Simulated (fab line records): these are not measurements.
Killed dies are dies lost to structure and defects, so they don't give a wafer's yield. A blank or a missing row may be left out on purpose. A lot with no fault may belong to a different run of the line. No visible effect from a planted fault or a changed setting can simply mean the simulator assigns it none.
Problem report in the 8D (eight disciplines) form, filled by code || flow berkeley cmos170 || the parts of the form that need people (team, actions taken, sign-off) are left out

1. PROBLEM STATEMENT
PFIELD_TW at UCB170_PFIELD_TW_MEAS_09 reads a mean of 568 on 6 wafers of 2 lots; wafers without a fault read 597 with a standard deviation of 5.4. That puts it -5.3 standard deviations away from the usual mean.
Seen first at day 8 20:33 on film metro-04, wafer L333.2. The record holds 42 wafers of 14 lots with a number at this step. The rule behind "out" and "out of limits": a value lying over 4 standard deviations away from the usual mean. All remaining wafers that have a number are taken as sound.

2. WHAT IT IS AND WHAT IT IS NOT
{"question": "which readings at this step", "is": "PFIELD_TW", "is not": "-"}
{"question": "which lots", "is": "L332, L333", "is not": "L314, L315, L318, L320, L322, L323, L326, L328, L329, L335, L336, L337"}
{"question": "which wafers of those lots", "is": "all that have a number", "is not": "-"}
{"question": "read on which gauges", "is": "film metro-01, film metro-04", "is not": "film metro-02"}
{"question": "when", "is": "from day 8 20:33", "is not": "up to then (27 sound wafers); but 9 sound wafers of L335, L336, L337 came after"}

3. THE SUSPECTS, EACH WITH WHAT RULES IT OUT
Counting: a tool stays on the suspect list if, at a process step up to the reading, it processed all lots that are out and no sound lot following the first of them.
- the gauge at UCB170_PFIELD_TW_MEAS_09 has been ruled out. The wafers that are out were read on 2 gauges (film metro-01, film metro-04).
- plasma asher-04 at UCB170_PWELL_STRIP_16 (strips in O2): kept. Every lot that is out went through it, starting with L333 (day 7 07:26), and after that it ran no sound lot; the last sound lot it ran before then is L323 (day 5 12:44).
- implanter-03 at UCB170_PFIELD_IMPLANT_07: kept. Every lot that is out went through it, starting with L333 (day 8 20:19), and after that it ran no sound lot; the last sound lot it ran before then is L329 (day 7 15:13). On those wafers its own readings are out: beam energy keV.
What counting leaves: plasma asher-04 at UCB170_PWELL_STRIP_16 and implanter-03 at UCB170_PFIELD_IMPLANT_07.

4. THE CAUSE (what the simulator had put in)
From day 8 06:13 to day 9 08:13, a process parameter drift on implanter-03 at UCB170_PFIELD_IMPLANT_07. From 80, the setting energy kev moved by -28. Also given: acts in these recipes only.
Counting left 2 suspects, and this tool is among them.

5. THE CHAIN OF EFFECTS, in route order
Rows list readings where the struck wafers' mean (over those with a number) sits beyond 3 standard deviations from the usual. Only readings whose record carries a usual standard deviation are examined. hours: median over the lots of the time between each lot's start at the first step of this table that gives one and its start at this step. sigmas: the change, counted in usual standard deviations.
{"hours": 0, "step": "UCB170_PFIELD_IMPLANT_07", "reading": "beam energy keV", "usual": 79.999, "on struck wafers": 52.016, "change": -27.983, "sigmas": "-99 or more"}
{"hours": 0, "step": "UCB170_PFIELD_TW_MEAS_09", "reading": "PFIELD_TW", "usual": 597, "on struck wafers": 568, "change": -29, "sigmas": -5.3}
Process steps it contains:
- UCB170_PFIELD_IMPLANT_07
Later measuring or inspecting steps at which every struck wafer that the step has a row for has a number for every such reading, and none has moved that far: UCB170_SCREENOX_THK_MEAS_02.

6. WHAT WOULD HAVE CAUGHT IT SOONER
In this record the first reading out of limits at a measuring or inspecting step was taken at day 8 20:33, 14 hours after the fault began at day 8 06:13.
The tool's own readings at UCB170_PFIELD_IMPLANT_07 were out on every struck wafer that the step has a row for (beam energy keV): an alarm limit on them would have fired on the first of those.
Of the lots that are out (2), L332 began UCB170_PFIELD_IMPLANT_07 on implanter-03 after day 8 20:33. Putting the tool on hold at that point would have spared it.
